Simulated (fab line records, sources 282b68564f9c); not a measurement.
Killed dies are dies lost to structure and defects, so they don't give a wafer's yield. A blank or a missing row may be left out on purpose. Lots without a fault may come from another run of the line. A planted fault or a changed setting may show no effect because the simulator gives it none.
Which tool did it? | flow rit_cmos | 14 lots, 42 wafers sampled, at 3 steps of a route of 202

WHAT THE GAUGES READ, wafer by wafer
RIT_SILICIDE_RS_MEAS_02: measures by four-point-probe.
lot  | measured    | on            | SILICIDE_TI_RS (ohm/sq)
L595 | day 3 02:21 | film_metro-02 | 46.5 47.7 47.2
L596 | day 3 08:31 | film_metro-01 | 47.3 46.8 47.6
L597 | day 3 16:26 | film_metro-01 | 47.4 47.5 47.4
L598 | day 3 18:43 | film_metro-01 | 46.0 45.7 46.9
L599 | day 3 22:56 | film_metro-04 | 45.8 46.5 46.4
L602 | day 4 18:52 | film_metro-01 | 47.9 48.3 48.3
L603 | day 4 20:16 | film_metro-01 | 47.6 47.7 47.6
L604 | day 5 00:18 | film_metro-01 | 46.6 49.4 49.0
L606 | day 5 10:58 | film_metro-01 | 46.5 47.4 47.5
L607 | day 5 18:38 | film_metro-02 | 47.4 46.4 47.0
L608 | day 6 01:08 | film_metro-01 | 46.9 47.5 46.7
L609 | day 6 03:19 | film_metro-02 | 232.6 231.2 219.5
L611 | day 6 15:58 | film_metro-04 | 218.7 223.5 244.5
L618 | day 7 23:12 | film_metro-01 | 46.4 47.4 48.0

RIT_SILICIDE_THK_MEAS_03: measures by xrf.
lot  | measured    | on            | SILICIDE_TI_THK (nm)
L595 | day 3 02:28 | film_metro-02 | 30.5 29.9 30.2
L596 | day 3 08:38 | film_metro-01 | 30.1 30.4 30.1
L597 | day 3 16:34 | film_metro-01 | 30.2 30.0 30.1
L598 | day 3 18:50 | film_metro-01 | 30.9 31.1 30.3
L599 | day 3 23:03 | film_metro-04 | 31.1 30.7 30.8
L602 | day 4 18:59 | film_metro-01 | 29.8 29.6 29.7
L603 | day 4 20:23 | film_metro-01 | 30.0 29.8 30.1
L604 | day 5 00:25 | film_metro-01 | 30.4 29.2 29.4
L606 | day 5 11:05 | film_metro-01 | 30.7 30.2 30.2
L607 | day 5 18:45 | film_metro-02 | 29.9 30.4 30.2
L608 | day 6 01:14 | film_metro-01 | 30.4 30.1 30.7
L609 | day 6 03:25 | film_metro-02 | 8.9 8.9 9.3
L611 | day 6 16:05 | film_metro-04 | 9.4 9.2 8.7
L618 | day 7 23:19 | film_metro-01 | 30.7 30.1 29.9

WHICH TOOL RAN EACH LOT (tool, then ch and the chambers of the sampled wafers, then the start)
lot  | RIT_SILICIDE_SPUTTER_01
L595 | pvd_sputter-01, day 3 02:12
L596 | pvd_sputter-03, day 3 08:21
L597 | pvd_sputter-01, day 3 16:17
L598 | pvd_sputter-03, day 3 18:34
L599 | pvd_sputter-01, day 3 22:46
L602 | pvd_sputter-04, day 4 18:43
L603 | pvd_sputter-01, day 4 20:06
L604 | pvd_sputter-04, day 5 00:09
L606 | pvd_sputter-04, day 5 10:49
L607 | pvd_sputter-01, day 5 18:29
L608 | pvd_sputter-04, day 6 00:58
L609 | pvd_sputter-01, day 6 03:08
L611 | pvd_sputter-01, day 6 15:49
L618 | pvd_sputter-04, day 7 23:03
- RIT_SILICIDE_SPUTTER_01: material Ti, target thk 30 nm, time 240 s.

WHAT THE TOOLS THEMSELVES READ (means of the sampled wafers that have a number; where no wafer has one, the mark that the record gives instead)
RIT_SILICIDE_SPUTTER_01.
lot  | tool           | throttle_valve_pct (%)
L595 | pvd_sputter-01 | 30.0
L596 | pvd_sputter-03 | 30.4
L597 | pvd_sputter-01 | 28.6
L598 | pvd_sputter-03 | 30.6
L599 | pvd_sputter-01 | 28.8
L602 | pvd_sputter-04 | 28.7
L603 | pvd_sputter-01 | 29.0
L604 | pvd_sputter-04 | 28.9
L606 | pvd_sputter-04 | 29.9
L607 | pvd_sputter-01 | 30.3
L608 | pvd_sputter-04 | 29.6
L609 | pvd_sputter-01 | 28.9
L611 | pvd_sputter-01 | 29.8
L618 | pvd_sputter-04 | 29.5

THE ANSWER, worked out from the rows above alone
Rule: what is usual is taken from the lots themselves. Put in order of their means at a reading, lots are off if they are a third of the lots or fewer, leave a main group of 4 or more, and stand apart from it by a gap of 3 or more times the standard deviation of the main group's means; of several such gaps the widest counts. A main group whose means are all the same, to the digits that the tables above print for the reading, isn't used. A lot without any number at a reading at which 4 lots or more have one is off too. The other lots that the step has rows for count as sound. The gauges are gone through in route order, then the tools' own readings, and for those a lot's mean is taken as printed above. The first step at which some lot is off is used, and at that step the reading that is off furthest; a lot without a number counts as furthest.
Off: L609, L611, at RIT_SILICIDE_RS_MEAS_02 (SILICIDE_TI_RS). The main group: mean 47.2 ohm/sq, standard deviation 0.61.
A tool fits if, at a process step before that reading, it ran every lot that is off, and no sound lot after the first of them. The gauges at RIT_SILICIDE_RS_MEAS_02 are tried like those tools. One fits: pvd_sputter-01 at RIT_SILICIDE_SPUTTER_01. Its last sound lot is L607 (day 5 18:29), its first lot that is off L609 (day 6 03:08): a fault that began between those two fits.

WHAT THE SIMULATOR HAD PUT IN
Process parameter drift: pvd_sputter-01, from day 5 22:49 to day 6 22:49, at RIT_SILICIDE_SPUTTER_01. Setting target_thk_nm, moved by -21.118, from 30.
Lots struck among those shown: L609, L611. The rule above found the same.
